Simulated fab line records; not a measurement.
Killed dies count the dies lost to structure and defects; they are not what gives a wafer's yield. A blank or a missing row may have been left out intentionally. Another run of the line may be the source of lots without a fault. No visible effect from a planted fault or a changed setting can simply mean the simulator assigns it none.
What tool caused it? :: flow berkeley_cmos170 :: 42 wafers from 14 lots sampled at 3 of the route's 331 steps

## WHAT EACH GAUGE READ, for each wafer
UCB170_PLDD_OVL_MEAS_07. Usual: PLDD_OVL gives 0 nm (standard deviation 4.5).
lot: L773
measured: day 7 10:31
on: overlay-02
PLDD_OVL (nm): 12 3 11
flag: 

lot: L774
measured: day 7 10:50
on: overlay-02
PLDD_OVL (nm): -2 2 -1
flag: 

lot: L776
measured: day 7 23:13
on: overlay-01
PLDD_OVL (nm): 9 8 5
flag: 

lot: L778
measured: day 8 11:13
on: overlay-01
PLDD_OVL (nm): -3 -7 -3
flag: 

lot: L780
measured: day 8 11:52
on: overlay-01
PLDD_OVL (nm): 2 1 1
flag: 

lot: L779
measured: day 8 14:41
on: overlay-02
PLDD_OVL (nm): 2 0 -5
flag: 

lot: L781
measured: day 9 00:49
on: overlay-01
PLDD_OVL (nm): -2 -5 -4
flag: 

lot: L786
measured: day 10 01:08
on: overlay-02
PLDD_OVL (nm): -10 -2 -6
flag: 

lot: L788
measured: day 10 05:21
on: overlay-01
PLDD_OVL (nm): -3 -4 -3
flag: 

lot: L787
measured: day 10 06:04
on: overlay-01
PLDD_OVL (nm): -1 -7 3
flag: 

lot: L791
measured: day 10 06:53
on: overlay-02
PLDD_OVL (nm): 3 -2 -1
flag: 

lot: L793
measured: day 11 07:26
on: overlay-01
PLDD_OVL (nm): 3 -5 3
flag: 

lot: L794
measured: day 11 07:37
on: overlay-02
PLDD_OVL (nm): -3 -2 0
flag: 

lot: L795
measured: day 11 20:58
on: overlay-02
PLDD_OVL (nm): 4 2 -2
flag: 

UCB170_M3_OVL_MEAS_16. Usual: M3_OVL gives -2 nm (standard deviation 4.9).
lot: L773
measured: day 8 21:42
on: overlay-01
M3_OVL (nm): -6 -6 -6
flag: 

lot: L774
measured: day 8 23:16
on: overlay-01
M3_OVL (nm): -6 -4 -11
flag: 

lot: L776
measured: day 9 12:24
on: overlay-02
M3_OVL (nm): -1 -6 2
flag: 

lot: L778
measured: day 10 08:31
on: overlay-01
M3_OVL (nm): -2 0 -2
flag: 

lot: L780
measured: day 10 01:35
on: overlay-02
M3_OVL (nm): 2 -6 0
flag: 

lot: L779
measured: day 10 03:16
on: overlay-02
M3_OVL (nm): 6 2 4
flag: 

lot: L781
measured: day 10 14:09
on: overlay-02
M3_OVL (nm): 8 1 3
flag: 

lot: L786
measured: day 11 12:27
on: overlay-01
M3_OVL (nm): -4 -2 -3
flag: 

lot: L788
measured: day 11 13:15
on: overlay-02
M3_OVL (nm): 0 3 2
flag: 

lot: L787
measured: day 11 15:43
on: overlay-02
M3_OVL (nm): -1 -9 -4
flag: 

lot: L791
measured: day 11 19:34
on: overlay-01
M3_OVL (nm): -5 -4 -4
flag: 

lot: L793
measured: day 12 18:52
on: overlay-01
M3_OVL (nm): -11 -7 -9
flag: 

lot: L794
measured: day 12 18:28
on: overlay-02
M3_OVL (nm): 0 0 -1
flag: 

lot: L795
measured: day 13 11:33
on: overlay-02
M3_OVL (nm): -2 -1 1
flag: 

## EACH LOT AND THE TOOL THAT RAN IT (in order: tool; ch and the chambers of the sampled wafers; start)
lot: L773
UCB170_V1_STRIP_15: plasma_asher-01 ch 0,1, day 8 14:01

lot: L774
UCB170_V1_STRIP_15: plasma_asher-03 ch 0,1, day 8 14:48

lot: L776
UCB170_V1_STRIP_15: plasma_asher-04 ch 0,1, day 9 03:39

lot: L778
UCB170_V1_STRIP_15: plasma_asher-03 ch 0,1, day 9 22:03

lot: L780
UCB170_V1_STRIP_15: plasma_asher-04 ch 0,1, day 9 17:20

lot: L779
UCB170_V1_STRIP_15: plasma_asher-04 ch 0,1, day 9 18:25

lot: L781
UCB170_V1_STRIP_15: plasma_asher-03 ch 0,1, day 10 04:26

lot: L786
UCB170_V1_STRIP_15: plasma_asher-01 ch 0,1, day 11 02:40

lot: L788
UCB170_V1_STRIP_15: plasma_asher-01 ch 0,1, day 11 05:05

lot: L787
UCB170_V1_STRIP_15: plasma_asher-01 ch 0,1, day 11 07:55

lot: L791
UCB170_V1_STRIP_15: plasma_asher-03 ch 0,1, day 11 11:44

lot: L793
UCB170_V1_STRIP_15: plasma_asher-03 ch 0,1, day 12 10:47

lot: L794
UCB170_V1_STRIP_15: plasma_asher-04 ch 0,1, day 12 10:37

lot: L795
UCB170_V1_STRIP_15: plasma_asher-01 ch 0,1, day 13 01:54
- UCB170_V1_STRIP_15: strips in O2.

## WHAT THE TOOLS THEMSELVES READ (means of the sampled wafers that have a number; where no wafer has one, the mark that the record gives instead)
UCB170_V1_STRIP_15. Usual: drypump_motor_current_A 5.6 A, standard deviation 0.45; oes_product_au 0.721 a.u., standard deviation 0.005; strip_time_to_endpoint_s 15.30 s, standard deviation 0.08.
lot: L773
tool: plasma_asher-01
drypump_motor_current_A (A): 5.7
oes_product_au (a.u.): 0.718
strip_time_to_endpoint_s (s): 15.44
flag: 

lot: L774
tool: plasma_asher-03
drypump_motor_current_A (A): 5.5
oes_product_au (a.u.): 0.720
strip_time_to_endpoint_s (s): 15.41
flag: 

lot: L776
tool: plasma_asher-04
drypump_motor_current_A (A): 5.7
oes_product_au (a.u.): 0.719
strip_time_to_endpoint_s (s): 15.32
flag: 

lot: L778
tool: plasma_asher-03
drypump_motor_current_A (A): 5.5
oes_product_au (a.u.): 0.719
strip_time_to_endpoint_s (s): 15.34
flag: 

lot: L780
tool: plasma_asher-04
drypump_motor_current_A (A): 5.8
oes_product_au (a.u.): 0.724
strip_time_to_endpoint_s (s): 15.31
flag: 

lot: L779
tool: plasma_asher-04
drypump_motor_current_A (A): 5.8
oes_product_au (a.u.): 0.718
strip_time_to_endpoint_s (s): 15.28
flag: 

lot: L781
tool: plasma_asher-03
drypump_motor_current_A (A): 5.5
oes_product_au (a.u.): 0.723
strip_time_to_endpoint_s (s): 15.32
flag: 

lot: L786
tool: plasma_asher-01
drypump_motor_current_A (A): 5.8
oes_product_au (a.u.): 0.727
strip_time_to_endpoint_s (s): 15.39
flag: 

lot: L788
tool: plasma_asher-01
drypump_motor_current_A (A): 5.8
oes_product_au (a.u.): 0.720
strip_time_to_endpoint_s (s): 15.26
flag: 

lot: L787
tool: plasma_asher-01
drypump_motor_current_A (A): 5.7
oes_product_au (a.u.): 0.722
strip_time_to_endpoint_s (s): 15.30
flag: 

lot: L791
tool: plasma_asher-03
drypump_motor_current_A (A): 5.5
oes_product_au (a.u.): 0.719
strip_time_to_endpoint_s (s): 15.32
flag: 

lot: L793
tool: plasma_asher-03
drypump_motor_current_A (A): 5.5
oes_product_au (a.u.): 0.721
strip_time_to_endpoint_s (s): 15.27
flag: 

lot: L794
tool: plasma_asher-04
drypump_motor_current_A (A): 5.7
oes_product_au (a.u.): 0.725
strip_time_to_endpoint_s (s): 15.19
flag: 

lot: L795
tool: plasma_asher-01
drypump_motor_current_A (A): 5.8
oes_product_au (a.u.): 0.721
strip_time_to_endpoint_s (s): 15.31
flag: 

## THE ANSWER, worked out from the rows above alone
Rule: lot off if the mean of its wafers having a number is beyond 3 standard deviations from the usual mean. Also off: a lot with no number at a reading for which 4 or more lots have one. Any other lot the step has rows for is counted as sound. After the gauges, taken in route order, come the tools' own readings; for these a lot's mean is taken, as printed above. At the first step where some lot is off, the reading lying furthest off is the one used; lots without a number count as furthest.
No lot is off on any of the readings shown, so nothing can be concluded from this.

## WHAT WAS PUT IN BY THE SIMULATOR
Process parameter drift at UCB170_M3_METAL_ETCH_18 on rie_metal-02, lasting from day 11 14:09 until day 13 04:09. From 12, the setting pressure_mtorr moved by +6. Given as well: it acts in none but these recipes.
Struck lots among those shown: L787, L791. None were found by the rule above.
